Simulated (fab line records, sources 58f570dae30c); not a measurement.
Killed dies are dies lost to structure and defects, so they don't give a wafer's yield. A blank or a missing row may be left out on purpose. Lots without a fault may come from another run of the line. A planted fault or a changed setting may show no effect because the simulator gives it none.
Which tool did it? | flow berkeley_cmos170 | 7 lots, 21 wafers sampled, at 1 step of a route of 331

WHAT THE GAUGES READ, wafer by wafer
UCB170_PVT_OVL_MEAS_06.
lot  | measured     | on         | PVT_OVL (nm)
L755 | day 6 10:18  | overlay-01 | 6 8 11
L758 | day 7 06:29  | overlay-01 | -1 -5 -5
L759 | day 7 19:25  | overlay-01 | 5 6 6
L760 | day 7 19:49  | overlay-02 | -4 0 -7
L766 | day 9 04:25  | overlay-02 | 3 7 7
L773 | day 10 21:58 | overlay-01 | 2 12 2
L774 | day 11 13:23 | overlay-01 | -1 0 0

WHICH TOOL RAN EACH LOT (tool, then ch and the chambers of the sampled wafers, then the start)
The record holds no process step before these readings.

THE ANSWER, worked out from the rows above alone
Rule: what is usual is taken from the lots themselves. Put in order of their means at a reading, lots are off if they are a third of the lots or fewer, leave a main group of 4 or more, and stand apart from it by a gap of 3 or more times the standard deviation of the main group's means; of several such gaps the widest counts. A main group whose means are all the same, to the digits that the tables above print for the reading, isn't used. A lot without any number at a reading at which 4 lots or more have one is off too. The other lots that the step has rows for count as sound.
No lot is off at any reading shown: from this, nothing can be told.

WHAT THE SIMULATOR HAD PUT IN
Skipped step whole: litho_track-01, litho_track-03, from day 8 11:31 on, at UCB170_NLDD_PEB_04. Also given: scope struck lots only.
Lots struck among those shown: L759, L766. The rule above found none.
